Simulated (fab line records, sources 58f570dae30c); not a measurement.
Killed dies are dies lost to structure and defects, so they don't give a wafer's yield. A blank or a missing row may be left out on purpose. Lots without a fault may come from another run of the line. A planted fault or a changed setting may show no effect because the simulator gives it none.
fab line records | flow berkeley_cmos170
record lots=7 wafers=21 last_day=11
route steps=331 shown M3@311
lots that met no fault: from a run of the same line without faults
start_h: hours from the record's first day to the start of the lot's first wafer shown | wait_h: hours since the lot's step before | " the same as in the row above | L1.1+2: a row that stands for several wafers | - no value, or no start given | * or withheld: withheld | < > ~ a bound
route shown NAME@n: a module of which the file shows steps, and the number in the route of the first | usual: mean/standard deviation of fault-free wafers | same: alike in all rows | chamber/n: place in a boat | sites: the reading at each site | _std_site: their standard deviation | _edge_site: outer sites' mean less inner sites' | radius_mm: how far each site lies from the wafer's centre | mask NAME#n: copy n | behind: the tool/chamber that last shaped the wafer | hold: why the lot was held/for how many hours/how that ended | device: the transistor (n, p or np) that didn't switch | end of line: the same wafers' tests at the end of the route | a step without rows: its recipe alone | killed: dies lost to structure and defects at the first sort, not the wafer's yield | map: a wafer's dies, x killed, . not, _ none there
set.NAME: the setting as run; set.NAME@STEP: as run at that earlier step | model.NAME: the simulator's own value behind a step, which no gauge read
lots at some steps of the route; a table a step, a row a wafer
services: from which hour (start_h, from the record's first day; less than 0 if before it) a tool's chamber was out of use, for how many hours, and why
## steps
# step UCB170_M3_RS_MEAS_02
# recipe thk_meas_gauge=four-point-probe reads=Al_of_M3_SPUTTER_01
# usual M3_AL_RS=0.0321/0.00036
# columns lot.wafer tool chamber start_h wait_h M3_AL_RS[ohm/sq]
L681.3 film_metro-04 - 205.06 0.1 0.0321
L681.4 " - " " 0.0321
L681.6 " - " " 0.0320
L686.1 film_metro-04 - 230.03 0.0 0.0322
L686.2 " - " " 0.0321
L686.4 " - " " 0.0324
L689.1 film_metro-02 - 243.60 0.0 0.0318
L689.3 " - " " 0.0319
L689.6 " - " " 0.0320
L687.1 film_metro-04 - 245.30 0.0 0.0326
L687.3 " - " " 0.0321
L687.5 " - " " 0.0324
L693.3 film_metro-04 - 246.55 0.1 0.0329
L693.4 " - " " 0.0327
L693.5 " - " " 0.0324
L692.1 film_metro-04 - 250.24 0.0 0.0322
L692.3 " - " " 0.0323
L692.5 " - " " 0.0322
L696.1 film_metro-02 - 268.58 0.0 0.0329
L696.4 " - " " 0.0327
L696.6 " - " " 0.0326
# step UCB170_M3_THK_MEAS_03
# recipe thk_meas_gauge=xrf reads=Al_of_M3_SPUTTER_01
# usual M3_AL_THK=921/11
# columns lot.wafer tool chamber start_h wait_h M3_AL_THK[nm]
L681.3 film_metro-04 - 205.16 0.1 918
L681.4 " - " " 922
L681.6 " - " " 931
L686.1 film_metro-04 - 230.15 0.1 912
L686.2 " - " " 918
L686.4 " - " " 911
L689.1 film_metro-02 - 243.72 0.1 917
L689.3 " - " " 916
L689.6 " - " " 917
L687.1 film_metro-04 - 245.42 0.1 913
L687.3 " - " " 923
L687.5 " - " " 920
L693.3 film_metro-04 - 246.65 0.1 906
L693.4 " - " " 909
L693.5 " - " " 919
L692.1 film_metro-04 - 250.36 0.1 924
L692.3 " - " " 917
L692.5 " - " " 922
L696.1 film_metro-02 - 268.70 0.1 889
L696.4 " - " " 893
L696.6 " - " " 899
# step UCB170_M3_HMDS_04
# recipe prime_time_s=60 prime_temp_c=100
# step UCB170_M3_COAT_05
# recipe resist=KrF spin_rpm=1500 resist_thk_nm=900
# step UCB170_M3_SOFTBAKE_06
# recipe resist=KrF temp_c=130 time_s=60
# step UCB170_M3_STRIP_07
# recipe chemistry=O2 power_w=400 pressure_mtorr=3500 platen_temp_c=withheld o2_flow_sccm=400 overash_fraction=0.5
# usual drypump_motor_current_A=6.0/0.4 oes_product_au=0.734/0.0042 strip_time_to_endpoint_s=21.95/0.053
# columns lot.wafer tool chamber start_h wait_h drypump_motor_current_A oes_product_au rf_hours_counter_h strip_time_to_endpoint_s
L681.3 plasma_asher-02 0 206.09 0.1 6.1 0.740 - 21.98
L681.4 " 1 " " 5.8 0.737 - 22.01
L681.6 " 0 " " 6.1 0.740 - 22.00
L686.1 plasma_asher-01 1 231.59 0.1 6.7 0.733 57 21.93
L686.2 " 0 " " 5.5 0.738 57 22.01
L686.4 " 1 " " 6.6 0.739 - 21.95
L689.1 plasma_asher-01 0 244.23 0.1 5.5 0.730 59 21.88
L689.3 " 0 " " 5.5 0.740 - 21.94
L689.6 " 0 " " 5.5 0.730 - 21.91
L687.1 plasma_asher-02 0 246.13 0.1 6.1 0.735 49 21.94
L687.3 " 1 " " 5.8 0.740 - 21.96
L687.5 " 1 " " 5.8 0.740 - 21.99
L693.3 plasma_asher-01 0 247.17 0.1 5.5 0.733 - 21.97
L693.4 " 1 " " 6.6 0.733 - 21.97
L693.5 " 1 " " 6.6 0.734 - 21.94
L692.1 plasma_asher-01 1 250.87 0.1 6.6 0.736 60 21.93
L692.3 " 0 " " 5.5 0.731 - 21.94
L692.5 " 0 " " 5.5 0.730 - 21.94
L696.1 plasma_asher-01 1 269.21 0.1 6.6 0.737 63 21.93
L696.4 " 1 " " 6.6 0.737 - 21.92
L696.6 " 1 " " 6.5 0.732 - 21.94
# step UCB170_M3_STRIP_08
# recipe chemistry=DMSO temp_c=80 time_s=600 material=KrF
# step UCB170_M3_COAT_09
# recipe resist=BARC temp_c=withheld time_s=withheld spin_rpm=3000 resist_thk_nm=withheld
# step UCB170_M3_COAT_10
# recipe resist=KrF spin_rpm=1500 resist_thk_nm=900
# step UCB170_M3_SOFTBAKE_11
# recipe resist=KrF temp_c=130 time_s=60
# step UCB170_M3_EXPOSE_12
# recipe mask_id=METAL3 target_cd_nm=700 na=0.5 sigma_outer=0.6 source_shape=conventional dose_mj=25.67
# step UCB170_M3_PEB_13
# recipe peb_temp_c=130 peb_time_s=withheld resist=KrF
# step UCB170_M3_DEVELOP_14
# recipe developer=TMAH develop_time_s=45 resist=KrF dev_temp_c=21
# usual chill_plate_temp_C=23.01/0.096 develop_time_s=45/0 resist_line_temp_C=23.02/0.11
# columns lot.wafer tool chamber start_h wait_h chill_plate_temp_C develop_time_s resist_line_temp_C model.KrF_of_M3_COAT_10.thk_nm
L681.3 litho_track-02 0 207 - 22.99 45 23.18 882.8
L681.4 " 0 " " 22.95 45 22.99 879.7
L681.6 " 0 " " 22.83 45 22.91 883.2
L686.1 litho_track-03 0 234 - 23.14 45 22.96 883.9
L686.2 " 0 " " 23.09 45 23.14 886.6
L686.4 " 0 " " 23.06 45 22.94 884.6
L689.1 litho_track-02 - 245 - - - - 898.8
L689.3 " - " " - - - 897.4
L689.6 " - " " - - - 900
L687.1 litho_track-01 0 247 - 22.94 45 23.14 887.3
L687.3 " 0 " " 23.01 45 23.01 887
L687.5 " 0 " " 22.94 45 23.09 886.6
L693.3 litho_track-03 - 248 - - - - 900.1
L693.4 " - " " - - - 900.6
L693.5 " - " " - - - 897.5
L692.1 litho_track-03 - 251 - - - - 900.3
L692.3 " - " " - - - 899
L692.5 " - " " - - - 901.7
L696.1 litho_track-01 0 270 - 23.05 45 22.98 887.5
L696.4 " 0 " " 23.07 45 22.90 886.5
L696.6 " 0 " " 22.98 45 22.92 886.9
# step UCB170_M3_CD_MEAS_15
# recipe target_cd_nm=700
# usual cd_nm=700.3/1.6
# columns lot.wafer tool chamber start_h wait_h cd_nm
L681.3 cd_sem-02 - 207.52 - 698.8
L681.4 " - " " 698.9
L681.6 " - " " 697.7
L686.1 cd_sem-01 - 234.38 - 700.5
L686.2 " - " " 701.9
L686.4 " - " " 699.5
L689.1 cd_sem-02 - 245.99 - -
L689.3 " - " " -
L689.6 " - " " -
L687.1 cd_sem-01 - 247.41 - 699.7
L687.3 " - " " 698.9
L687.5 " - " " 698.4
L693.3 cd_sem-01 - 248.69 - -
L693.4 " - " " -
L693.5 " - " " -
L692.1 cd_sem-02 - 252.02 - -
L692.3 " - " " -
L692.5 " - " " -
L696.1 cd_sem-02 - 270.80 - 703.9
L696.4 " - " " 702.4
L696.6 " - " " 701.6
## services
# columns tool chamber start_h hours kind
plasma_asher-01 - 190.57 3.3 repair
## key
first_sign step=UCB170_M3_DEVELOP_14 reading=tool_record direction=missing
effect none on later readings
model_effect step=UCB170_M3_DEVELOP_14 value=KrF_of_M3_COAT_10.thk_nm without=885.3 struck=899.5
met_at UCB170_M3_DEVELOP_14
struck_wafers L689.1,L689.3,L689.6,L692.1,L692.3,L692.5,L693.3,L693.4,L693.5
later_rows_left_out L689.1,L689.3,L689.6,L692.1,L692.3,L692.5,L693.3,L693.4,L693.5
sort_left_out L689.1,L689.3,L689.6,L692.1,L692.3,L692.5,L693.3,L693.4,L693.5
fault kind=skipped_step_whole tool=litho_track-02,litho_track-03 chamber=- onset_h=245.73 steps=UCB170_M3_DEVELOP_14 scope=struck_lots_only
# sort_left_out: the simulated sort isn't trusted on such a fault, so these wafers' sort isn't shown, and their yield isn't known
# later_rows_left_out: the simulator's readings of these wafers behind a module that went badly wrong aren't trusted and aren't shown, but for the sort
